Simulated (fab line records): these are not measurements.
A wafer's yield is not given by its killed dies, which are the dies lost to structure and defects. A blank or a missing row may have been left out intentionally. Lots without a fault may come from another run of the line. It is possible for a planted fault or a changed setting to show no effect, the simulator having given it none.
fab line records :: flow berkeley_cmos170 :: part 2 of 2: steps 28 to 37 of 37
record
  lots=5
  wafers=15
  last_day=11
route steps=331 shown NSD@192 BACKSIDE@199 SDANNEAL@204 PSD@206 PLDD@208 NLDD@209 SILICIDE@210 CONTACT@216
lots untouched by any fault: they come from a run of this same line in which no faults occurred
start_h: start of the lot's first displayed wafer, in hours after the record's first day :: wait_h: how many hours have passed since the lot's step before this one :: " identical to the entry in the row above :: L1.1+2: a row that stands for several wafers :: - no value present, or no start provided :: * or withheld: withheld :: < > ~ a bound
route shown NAME@n: NAME is a module with steps in the file, n the number in the route of the first one :: usual: mean/standard deviation taken from wafers without a fault :: same: alike in all rows :: chamber/n: place in a boat :: sites: per-site readings :: _std_site: standard deviation across them :: _edge_site: mean of outer sites minus mean of inner sites :: radius_mm: for every site, how far away it sits from the centre of the wafer :: mask NAME#n: copy n :: behind: the last tool/chamber to shape the wafer :: hold: what put the lot on hold/how long, in hours/how the hold closed :: device: whichever transistor did not switch (one of n, p or np) :: end of line: the tests these same wafers got at the end of their route :: a step given without rows: its recipe and nothing more :: killed: at the first sort, the dies lost to defects and structure; wafer yield is something else :: map: the dies of a wafer, with x for killed, . for not killed, _ for no die there
set.NAME: the setting the step ran with; set.NAME@STEP: the setting that earlier step ran with :: model.NAME: the simulator's own value behind a step, which no gauge read
lots at some steps of the route; a table a step, a row a wafer
services: a tool's chamber out of use, with start hour (start_h, from the record's first day; less than 0 if before it), hours out, and reason
## steps
# step UCB170_CONTACT_HMDS_03
# recipe
  prime_time_s=60
  prime_temp_c=100
# usual
  prime_temp_c=100.02/0.13
  resist_line_temp_C=22.99/0.12
lot.wafer: L078.1
tool: litho_track-02
chamber: 0
start_h: 157.62
wait_h: 0.4
prime_temp_c: 100.21
resist_line_temp_C: 22.99

lot.wafer: L078.3
tool: litho_track-02
chamber: 0
start_h: 157.62
wait_h: 0.4
prime_temp_c: 100.13
resist_line_temp_C: 23.08

lot.wafer: L078.6
tool: litho_track-02
chamber: 0
start_h: 157.62
wait_h: 0.4
prime_temp_c: 100.08
resist_line_temp_C: 22.97

lot.wafer: L085.1
tool: litho_track-02
chamber: 0
start_h: 187.80
wait_h: 0.1
prime_temp_c: 100.02
resist_line_temp_C: 22.98

lot.wafer: L085.3
tool: litho_track-02
chamber: 0
start_h: 187.80
wait_h: 0.1
prime_temp_c: 99.94
resist_line_temp_C: 22.92

lot.wafer: L085.5
tool: litho_track-02
chamber: 0
start_h: 187.80
wait_h: 0.1
prime_temp_c: 100.01
resist_line_temp_C: 22.97

lot.wafer: L088.1
tool: litho_track-02
chamber: 0
start_h: 205.22
wait_h: 0.1
prime_temp_c: 99.92
resist_line_temp_C: 23.04

lot.wafer: L088.2
tool: litho_track-02
chamber: 0
start_h: 205.22
wait_h: 0.1
prime_temp_c: 99.95
resist_line_temp_C: 23.06

lot.wafer: L088.3
tool: litho_track-02
chamber: 0
start_h: 205.22
wait_h: 0.1
prime_temp_c: 99.98
resist_line_temp_C: 23.04

lot.wafer: L093.2
tool: litho_track-03
chamber: 0
start_h: 239.38
wait_h: 0.1
prime_temp_c: 99.86
resist_line_temp_C: 23.01

lot.wafer: L093.3
tool: litho_track-03
chamber: 0
start_h: 239.38
wait_h: 0.1
prime_temp_c: 99.90
resist_line_temp_C: 22.82

lot.wafer: L093.6
tool: litho_track-03
chamber: 0
start_h: 239.38
wait_h: 0.1
prime_temp_c: 99.86
resist_line_temp_C: 23.03

lot.wafer: L094.1
tool: litho_track-01
chamber: 0
start_h: 241.90
wait_h: 0.8
prime_temp_c: 100.12
resist_line_temp_C: 22.88

lot.wafer: L094.3
tool: litho_track-01
chamber: 0
start_h: 241.90
wait_h: 0.8
prime_temp_c: 100.27
resist_line_temp_C: 22.90

lot.wafer: L094.6
tool: litho_track-01
chamber: 0
start_h: 241.90
wait_h: 0.8
prime_temp_c: 100.39
resist_line_temp_C: 22.81
# step UCB170_CONTACT_COAT_04
# recipe
  resist=KrF
  spin_rpm=1500
  resist_thk_nm=900
# usual
  resist_line_temp_C=23.01/0.13
lot.wafer: L078.1
tool: litho_track-02
chamber: 0
start_h: 157.77
wait_h: 0.1
resist_line_temp_C: 23.02

lot.wafer: L078.3
tool: litho_track-02
chamber: 0
start_h: 157.77
wait_h: 0.1
resist_line_temp_C: 23.18

lot.wafer: L078.6
tool: litho_track-02
chamber: 0
start_h: 157.77
wait_h: 0.1
resist_line_temp_C: 23.00

lot.wafer: L085.1
tool: litho_track-02
chamber: 0
start_h: 187.95
wait_h: 0.1
resist_line_temp_C: 22.98

lot.wafer: L085.3
tool: litho_track-02
chamber: 0
start_h: 187.95
wait_h: 0.1
resist_line_temp_C: 22.76

lot.wafer: L085.5
tool: litho_track-02
chamber: 0
start_h: 187.95
wait_h: 0.1
resist_line_temp_C: 22.89

lot.wafer: L088.1
tool: litho_track-02
chamber: 0
start_h: 205.37
wait_h: 0.1
resist_line_temp_C: 23.00

lot.wafer: L088.2
tool: litho_track-02
chamber: 0
start_h: 205.37
wait_h: 0.1
resist_line_temp_C: 22.88

lot.wafer: L088.3
tool: litho_track-02
chamber: 0
start_h: 205.37
wait_h: 0.1
resist_line_temp_C: 23.22

lot.wafer: L093.2
tool: litho_track-03
chamber: 0
start_h: 239.53
wait_h: 0.1
resist_line_temp_C: 22.92

lot.wafer: L093.3
tool: litho_track-03
chamber: 0
start_h: 239.53
wait_h: 0.1
resist_line_temp_C: 23.19

lot.wafer: L093.6
tool: litho_track-03
chamber: 0
start_h: 239.53
wait_h: 0.1
resist_line_temp_C: 23.01

lot.wafer: L094.1
tool: litho_track-01
chamber: 0
start_h: 242.05
wait_h: 0.1
resist_line_temp_C: 23.07

lot.wafer: L094.3
tool: litho_track-01
chamber: 0
start_h: 242.05
wait_h: 0.1
resist_line_temp_C: 23.11

lot.wafer: L094.6
tool: litho_track-01
chamber: 0
start_h: 242.05
wait_h: 0.1
resist_line_temp_C: 23.10
# step UCB170_CONTACT_SOFTBAKE_05
# recipe
  resist=KrF
  temp_c=130
  time_s=60
# usual
  resist_line_temp_C=23.00/0.11
lot.wafer: L078.1
tool: litho_track-02
chamber: 0
start_h: 157.92
wait_h: 0.1
resist_line_temp_C: 22.93

lot.wafer: L078.3
tool: litho_track-02
chamber: 0
start_h: 157.92
wait_h: 0.1
resist_line_temp_C: 23.01

lot.wafer: L078.6
tool: litho_track-02
chamber: 0
start_h: 157.92
wait_h: 0.1
resist_line_temp_C: 22.99

lot.wafer: L085.1
tool: litho_track-02
chamber: 0
start_h: 188.10
wait_h: 0.1
resist_line_temp_C: 22.92

lot.wafer: L085.3
tool: litho_track-02
chamber: 0
start_h: 188.10
wait_h: 0.1
resist_line_temp_C: 23.04

lot.wafer: L085.5
tool: litho_track-02
chamber: 0
start_h: 188.10
wait_h: 0.1
resist_line_temp_C: 22.81

lot.wafer: L088.1
tool: litho_track-02
chamber: 0
start_h: 205.52
wait_h: 0.1
resist_line_temp_C: 23.04

lot.wafer: L088.2
tool: litho_track-02
chamber: 0
start_h: 205.52
wait_h: 0.1
resist_line_temp_C: 23.12

lot.wafer: L088.3
tool: litho_track-02
chamber: 0
start_h: 205.52
wait_h: 0.1
resist_line_temp_C: 23.16

lot.wafer: L093.2
tool: litho_track-03
chamber: 0
start_h: 239.68
wait_h: 0.1
resist_line_temp_C: 23.14

lot.wafer: L093.3
tool: litho_track-03
chamber: 0
start_h: 239.68
wait_h: 0.1
resist_line_temp_C: 23.01

lot.wafer: L093.6
tool: litho_track-03
chamber: 0
start_h: 239.68
wait_h: 0.1
resist_line_temp_C: 22.89

lot.wafer: L094.1
tool: litho_track-01
chamber: 0
start_h: 242.20
wait_h: 0.1
resist_line_temp_C: 23.04

lot.wafer: L094.3
tool: litho_track-01
chamber: 0
start_h: 242.20
wait_h: 0.1
resist_line_temp_C: 23.03

lot.wafer: L094.6
tool: litho_track-01
chamber: 0
start_h: 242.20
wait_h: 0.1
resist_line_temp_C: 23.17
# step UCB170_CONTACT_STRIP_06
# recipe
  chemistry=O2
  power_w=400
  pressure_mtorr=3500
  platen_temp_c=withheld
  o2_flow_sccm=400
  overash_fraction=0.5
# usual
  drypump_motor_current_A=5.5/0.57
  oes_product_au=0.735/0.0047
  strip_time_to_endpoint_s=21.95/0.06
# same
  overash_fraction=0.5
lot.wafer: L078.1
tool: plasma_asher-02
chamber: 1
start_h: 158.07
wait_h: 0.1
drypump_motor_current_A: 4.9
oes_product_au: 0.743
rf_hours_counter_h: 52
strip_time_to_endpoint_s: 21.88

lot.wafer: L078.3
tool: plasma_asher-02
chamber: 0
start_h: 158.07
wait_h: 0.1
drypump_motor_current_A: 6.4
oes_product_au: 0.737
rf_hours_counter_h: -
strip_time_to_endpoint_s: 21.93

lot.wafer: L078.6
tool: plasma_asher-02
chamber: 1
start_h: 158.07
wait_h: 0.1
drypump_motor_current_A: 5.0
oes_product_au: 0.727
rf_hours_counter_h: -
strip_time_to_endpoint_s: 21.83

lot.wafer: L085.1
tool: plasma_asher-02
chamber: 1
start_h: 188.25
wait_h: 0.1
drypump_motor_current_A: 4.9
oes_product_au: 0.730
rf_hours_counter_h: 56
strip_time_to_endpoint_s: 21.87

lot.wafer: L085.3
tool: plasma_asher-02
chamber: 1
start_h: 188.25
wait_h: 0.1
drypump_motor_current_A: 4.9
oes_product_au: 0.735
rf_hours_counter_h: -
strip_time_to_endpoint_s: 21.87

lot.wafer: L085.5
tool: plasma_asher-02
chamber: 1
start_h: 188.25
wait_h: 0.1
drypump_motor_current_A: 5.0
oes_product_au: 0.741
rf_hours_counter_h: -
strip_time_to_endpoint_s: 21.89

lot.wafer: L088.1
tool: plasma_asher-01
chamber: 0
start_h: 205.67
wait_h: 0.1
drypump_motor_current_A: 5.5
oes_product_au: 0.728
rf_hours_counter_h: 46
strip_time_to_endpoint_s: 21.93

lot.wafer: L088.2
tool: plasma_asher-01
chamber: 1
start_h: 205.67
wait_h: 0.1
drypump_motor_current_A: 4.8
oes_product_au: 0.743
rf_hours_counter_h: 46
strip_time_to_endpoint_s: 21.96

lot.wafer: L088.3
tool: plasma_asher-01
chamber: 0
start_h: 205.67
wait_h: 0.1
drypump_motor_current_A: 5.5
oes_product_au: 0.734
rf_hours_counter_h: -
strip_time_to_endpoint_s: 21.99

lot.wafer: L093.2
tool: plasma_asher-02
chamber: 1
start_h: 239.81
wait_h: 0.1
drypump_motor_current_A: 4.9
oes_product_au: 0.730
rf_hours_counter_h: 61
strip_time_to_endpoint_s: 22.06

lot.wafer: L093.3
tool: plasma_asher-02
chamber: 1
start_h: 239.81
wait_h: 0.1
drypump_motor_current_A: 4.9
oes_product_au: 0.745
rf_hours_counter_h: -
strip_time_to_endpoint_s: 21.95

lot.wafer: L093.6
tool: plasma_asher-02
chamber: 1
start_h: 239.81
wait_h: 0.1
drypump_motor_current_A: 5.0
oes_product_au: 0.729
rf_hours_counter_h: -
strip_time_to_endpoint_s: 22.01

lot.wafer: L094.1
tool: plasma_asher-01
chamber: 1
start_h: 242.35
wait_h: 0.1
drypump_motor_current_A: 4.8
oes_product_au: 0.740
rf_hours_counter_h: 50
strip_time_to_endpoint_s: 22.04

lot.wafer: L094.3
tool: plasma_asher-01
chamber: 0
start_h: 242.35
wait_h: 0.1
drypump_motor_current_A: 5.5
oes_product_au: 0.733
rf_hours_counter_h: -
strip_time_to_endpoint_s: 21.93

lot.wafer: L094.6
tool: plasma_asher-01
chamber: 0
start_h: 242.35
wait_h: 0.1
drypump_motor_current_A: 5.5
oes_product_au: 0.739
rf_hours_counter_h: -
strip_time_to_endpoint_s: 21.99
# step UCB170_CONTACT_CLEAN_07
# recipe
  chemistry=SPM
  temp_c=120
  time_s=600
lot.wafer: L078.1+3+6
tool: wet_bench-01
chamber: 3
start_h: 158.51
wait_h: 0.4

lot.wafer: L085.1+3+5
tool: wet_bench-04
chamber: 3
start_h: 188.47
wait_h: 0.2

lot.wafer: L088.1+2+3
tool: wet_bench-04
chamber: 1
start_h: 205.94
wait_h: 0.2

lot.wafer: L093.2+3+6
tool: wet_bench-03
chamber: 2
start_h: 239.95
wait_h: 0.1

lot.wafer: L094.1+3+6
tool: wet_bench-03
chamber: 3
start_h: 242.47
wait_h: 0.1
# step UCB170_CONTACT_RTA_08
# recipe
  temp_c=900
  time_s=10
  ambient=N2
# usual
  wafer_temp_C_max=904.2/1.1
# same
  lamp_power_pct=23.2
lot.wafer: L078.1
tool: rtp_anneal-01
chamber: 0
start_h: 158.69
wait_h: 0.0
wafer_temp_C_max: 902.8

lot.wafer: L078.3
tool: rtp_anneal-01
chamber: 0
start_h: 158.69
wait_h: 0.0
wafer_temp_C_max: 902.8

lot.wafer: L078.6
tool: rtp_anneal-01
chamber: 0
start_h: 158.69
wait_h: 0.0
wafer_temp_C_max: 903.6

lot.wafer: L085.1
tool: rtp_anneal-01
chamber: 0
start_h: 188.66
wait_h: 0.0
wafer_temp_C_max: 902.8

lot.wafer: L085.3
tool: rtp_anneal-01
chamber: 0
start_h: 188.66
wait_h: 0.0
wafer_temp_C_max: 903.8

lot.wafer: L085.5
tool: rtp_anneal-01
chamber: 0
start_h: 188.66
wait_h: 0.0
wafer_temp_C_max: 904.6

lot.wafer: L088.1
tool: rtp_anneal-01
chamber: 0
start_h: 206.13
wait_h: 0.0
wafer_temp_C_max: 904.0

lot.wafer: L088.2
tool: rtp_anneal-01
chamber: 0
start_h: 206.13
wait_h: 0.0
wafer_temp_C_max: 904.2

lot.wafer: L088.3
tool: rtp_anneal-01
chamber: 0
start_h: 206.13
wait_h: 0.0
wafer_temp_C_max: 903.9

lot.wafer: L093.2
tool: rtp_anneal-01
chamber: 0
start_h: 240.15
wait_h: 0.0
wafer_temp_C_max: 903.7

lot.wafer: L093.3
tool: rtp_anneal-01
chamber: 0
start_h: 240.15
wait_h: 0.0
wafer_temp_C_max: 902.6

lot.wafer: L093.6
tool: rtp_anneal-01
chamber: 0
start_h: 240.15
wait_h: 0.0
wafer_temp_C_max: 903.6

lot.wafer: L094.1
tool: rtp_anneal-01
chamber: 0
start_h: 242.68
wait_h: 0.0
wafer_temp_C_max: 904.0

lot.wafer: L094.3
tool: rtp_anneal-01
chamber: 0
start_h: 242.68
wait_h: 0.0
wafer_temp_C_max: 903.1

lot.wafer: L094.6
tool: rtp_anneal-01
chamber: 0
start_h: 242.68
wait_h: 0.0
wafer_temp_C_max: 903.0
# step UCB170_CONTACT_COAT_09
# recipe
  resist=BARC
  temp_c=withheld
  time_s=withheld
  spin_rpm=3000
  resist_thk_nm=withheld
# usual
  resist_line_temp_C=*
lot.wafer: L078.1
tool: litho_track-02
chamber: 0
start_h: 159.10
wait_h: 0.4
resist_line_temp_C: *

lot.wafer: L078.3
tool: litho_track-02
chamber: 0
start_h: 159.10
wait_h: 0.4
resist_line_temp_C: *

lot.wafer: L078.6
tool: litho_track-02
chamber: 0
start_h: 159.10
wait_h: 0.4
resist_line_temp_C: *

lot.wafer: L085.1
tool: litho_track-03
chamber: 0
start_h: 188.73
wait_h: 0.1
resist_line_temp_C: *

lot.wafer: L085.3
tool: litho_track-03
chamber: 0
start_h: 188.73
wait_h: 0.1
resist_line_temp_C: *

lot.wafer: L085.5
tool: litho_track-03
chamber: 0
start_h: 188.73
wait_h: 0.1
resist_line_temp_C: *

lot.wafer: L088.1
tool: litho_track-03
chamber: 0
start_h: 206.20
wait_h: 0.1
resist_line_temp_C: *

lot.wafer: L088.2
tool: litho_track-03
chamber: 0
start_h: 206.20
wait_h: 0.1
resist_line_temp_C: *

lot.wafer: L088.3
tool: litho_track-03
chamber: 0
start_h: 206.20
wait_h: 0.1
resist_line_temp_C: *

lot.wafer: L093.2
tool: litho_track-03
chamber: 0
start_h: 240.29
wait_h: 0.1
resist_line_temp_C: *

lot.wafer: L093.3
tool: litho_track-03
chamber: 0
start_h: 240.29
wait_h: 0.1
resist_line_temp_C: *

lot.wafer: L093.6
tool: litho_track-03
chamber: 0
start_h: 240.29
wait_h: 0.1
resist_line_temp_C: *

lot.wafer: L094.1
tool: litho_track-01
chamber: 0
start_h: 242.90
wait_h: 0.2
resist_line_temp_C: *

lot.wafer: L094.3
tool: litho_track-01
chamber: 0
start_h: 242.90
wait_h: 0.2
resist_line_temp_C: *

lot.wafer: L094.6
tool: litho_track-01
chamber: 0
start_h: 242.90
wait_h: 0.2
resist_line_temp_C: *
# step UCB170_CONTACT_COAT_10
# recipe
  resist=KrF
  spin_rpm=1536
  resist_thk_nm=900
# usual
  resist_line_temp_C=22.99/0.11
lot.wafer: L078.1
tool: litho_track-02
chamber: 0
start_h: -
wait_h: -
resist_line_temp_C: 23.02

lot.wafer: L078.3
tool: litho_track-02
chamber: 0
start_h: -
wait_h: -
resist_line_temp_C: 23.06

lot.wafer: L078.6
tool: litho_track-02
chamber: 0
start_h: -
wait_h: -
resist_line_temp_C: 22.99

lot.wafer: L085.1
tool: litho_track-03
chamber: 0
start_h: -
wait_h: -
resist_line_temp_C: 22.91

lot.wafer: L085.3
tool: litho_track-03
chamber: 0
start_h: -
wait_h: -
resist_line_temp_C: 22.83

lot.wafer: L085.5
tool: litho_track-03
chamber: 0
start_h: -
wait_h: -
resist_line_temp_C: 22.84

lot.wafer: L088.1
tool: litho_track-03
chamber: 0
start_h: -
wait_h: -
resist_line_temp_C: 22.92

lot.wafer: L088.2
tool: litho_track-03
chamber: 0
start_h: -
wait_h: -
resist_line_temp_C: 22.85

lot.wafer: L088.3
tool: litho_track-03
chamber: 0
start_h: -
wait_h: -
resist_line_temp_C: 22.96

lot.wafer: L093.2
tool: litho_track-03
chamber: 0
start_h: -
wait_h: -
resist_line_temp_C: 22.93

lot.wafer: L093.3
tool: litho_track-03
chamber: 0
start_h: -
wait_h: -
resist_line_temp_C: 22.80

lot.wafer: L093.6
tool: litho_track-03
chamber: 0
start_h: -
wait_h: -
resist_line_temp_C: 22.91

lot.wafer: L094.1
tool: litho_track-01
chamber: 0
start_h: -
wait_h: -
resist_line_temp_C: 23.14

lot.wafer: L094.3
tool: litho_track-01
chamber: 0
start_h: -
wait_h: -
resist_line_temp_C: 22.95

lot.wafer: L094.6
tool: litho_track-01
chamber: 0
start_h: -
wait_h: -
resist_line_temp_C: 22.90
# step UCB170_CONTACT_SOFTBAKE_11
# recipe
  resist=KrF
  temp_c=130
  time_s=60
# usual
  resist_line_temp_C=22.99/0.093
lot.wafer: L078.1
tool: litho_track-02
chamber: 0
start_h: -
wait_h: -
resist_line_temp_C: 22.94

lot.wafer: L078.3
tool: litho_track-02
chamber: 0
start_h: -
wait_h: -
resist_line_temp_C: 22.95

lot.wafer: L078.6
tool: litho_track-02
chamber: 0
start_h: -
wait_h: -
resist_line_temp_C: 22.87

lot.wafer: L085.1
tool: litho_track-03
chamber: 0
start_h: -
wait_h: -
resist_line_temp_C: 23.08

lot.wafer: L085.3
tool: litho_track-03
chamber: 0
start_h: -
wait_h: -
resist_line_temp_C: 23.17

lot.wafer: L085.5
tool: litho_track-03
chamber: 0
start_h: -
wait_h: -
resist_line_temp_C: 22.97

lot.wafer: L088.1
tool: litho_track-03
chamber: 0
start_h: -
wait_h: -
resist_line_temp_C: 22.97

lot.wafer: L088.2
tool: litho_track-03
chamber: 0
start_h: -
wait_h: -
resist_line_temp_C: 22.90

lot.wafer: L088.3
tool: litho_track-03
chamber: 0
start_h: -
wait_h: -
resist_line_temp_C: 23.13

lot.wafer: L093.2
tool: litho_track-03
chamber: 0
start_h: -
wait_h: -
resist_line_temp_C: 23.05

lot.wafer: L093.3
tool: litho_track-03
chamber: 0
start_h: -
wait_h: -
resist_line_temp_C: 23.09

lot.wafer: L093.6
tool: litho_track-03
chamber: 0
start_h: -
wait_h: -
resist_line_temp_C: 23.09

lot.wafer: L094.1
tool: litho_track-01
chamber: 0
start_h: -
wait_h: -
resist_line_temp_C: 22.92

lot.wafer: L094.3
tool: litho_track-01
chamber: 0
start_h: -
wait_h: -
resist_line_temp_C: 22.90

lot.wafer: L094.6
tool: litho_track-01
chamber: 0
start_h: -
wait_h: -
resist_line_temp_C: 22.98
# step UCB170_CONTACT_EXPOSE_12
# recipe
  mask_id=CONT
  target_cd_nm=700
  na=0.5
  sigma_outer=0.6
  source_shape=conventional
  dose_mj=35
# usual
  reticle_temp_C=23.01/0.11
# same
  na=0.5
lot.wafer: L078.1
tool: krf_scanner-02
chamber: 0
start_h: 159.62
wait_h: -
mask: CONT#0
reticle_temp_C: 23.13

lot.wafer: L078.3
tool: krf_scanner-02
chamber: 0
start_h: 159.62
wait_h: -
mask: CONT#0
reticle_temp_C: 23.26

lot.wafer: L078.6
tool: krf_scanner-02
chamber: 0
start_h: 159.62
wait_h: -
mask: CONT#0
reticle_temp_C: 23.10

lot.wafer: L085.1
tool: krf_scanner-01
chamber: 0
start_h: 189.30
wait_h: -
mask: CONT#0
reticle_temp_C: 22.95

lot.wafer: L085.3
tool: krf_scanner-01
chamber: 0
start_h: 189.30
wait_h: -
mask: CONT#0
reticle_temp_C: 23.10

lot.wafer: L085.5
tool: krf_scanner-01
chamber: 0
start_h: 189.30
wait_h: -
mask: CONT#0
reticle_temp_C: 22.89

lot.wafer: L088.1
tool: krf_scanner-02
chamber: 0
start_h: 206.65
wait_h: -
mask: CONT#0
reticle_temp_C: 22.90

lot.wafer: L088.2
tool: krf_scanner-02
chamber: 0
start_h: 206.65
wait_h: -
mask: CONT#0
reticle_temp_C: 22.94

lot.wafer: L088.3
tool: krf_scanner-02
chamber: 0
start_h: 206.65
wait_h: -
mask: CONT#0
reticle_temp_C: 22.99

lot.wafer: L093.2
tool: krf_scanner-01
chamber: 0
start_h: 240.73
wait_h: -
mask: CONT#0
reticle_temp_C: 23.03

lot.wafer: L093.3
tool: krf_scanner-01
chamber: 0
start_h: 240.73
wait_h: -
mask: CONT#0
reticle_temp_C: 22.86

lot.wafer: L093.6
tool: krf_scanner-01
chamber: 0
start_h: 240.73
wait_h: -
mask: CONT#0
reticle_temp_C: 22.97

lot.wafer: L094.1
tool: krf_scanner-01
chamber: 0
start_h: 243.35
wait_h: -
mask: CONT#0
reticle_temp_C: 22.88

lot.wafer: L094.3
tool: krf_scanner-01
chamber: 0
start_h: 243.35
wait_h: -
mask: CONT#0
reticle_temp_C: 22.76

lot.wafer: L094.6
tool: krf_scanner-01
chamber: 0
start_h: 243.35
wait_h: -
mask: CONT#0
reticle_temp_C: 22.83
## services
tool: implanter-02
chamber: -
start_h: 133.02
hours: 2.4
kind: repair

tool: implanter-01
chamber: -
start_h: 135.85
hours: 4.1
kind: pm

tool: implanter-01
chamber: -
start_h: 140.43
hours: 3.5
kind: repair

tool: krf_scanner-02
chamber: -
start_h: 141.03
hours: 1.3
kind: pm

tool: plasma_asher-01
chamber: -
start_h: 146.76
hours: 3.8
kind: repair

tool: plasma_asher-03
chamber: -
start_h: 149.72
hours: 6.0
kind: repair

tool: krf_scanner-02
chamber: -
start_h: 151.85
hours: 0.8
kind: pm

tool: krf_scanner-01
chamber: -
start_h: 155.25
hours: 4.4
kind: pm

tool: plasma_asher-01
chamber: -
start_h: 164.80
hours: 3.3
kind: repair

tool: plasma_asher-02
chamber: -
start_h: 167.53
hours: 0.4
kind: repair

tool: implanter-01
chamber: -
start_h: 185.60
hours: 4.8
kind: repair

tool: krf_scanner-01
chamber: -
start_h: 189.93
hours: 1.0
kind: pm

tool: plasma_asher-02
chamber: -
start_h: 191.46
hours: 2.1
kind: repair

tool: krf_scanner-02
chamber: -
start_h: 192.49
hours: 1.0
kind: repair

tool: pvd_sputter-02
chamber: -
start_h: 197.47
hours: 0.9
kind: repair

tool: krf_scanner-02
chamber: -
start_h: 206.76
hours: 3.6
kind: pm

tool: implanter-02
chamber: -
start_h: 214.00
hours: 6.8
kind: repair

tool: rtp_anneal-01
chamber: -
start_h: 217.55
hours: 4.5
kind: pm

tool: pvd_sputter-01
chamber: -
start_h: 218.96
hours: 1.8
kind: repair

tool: implanter-02
chamber: -
start_h: 226.82
hours: 4.1
kind: pm

tool: implanter-01
chamber: -
start_h: 229.87
hours: 2.8
kind: repair

tool: krf_scanner-01
chamber: -
start_h: 230.94
hours: 1.0
kind: repair

tool: implanter-01
chamber: -
start_h: 231.79
hours: 3.8
kind: repair

tool: krf_scanner-01
chamber: -
start_h: 236.47
hours: 1.3
kind: pm
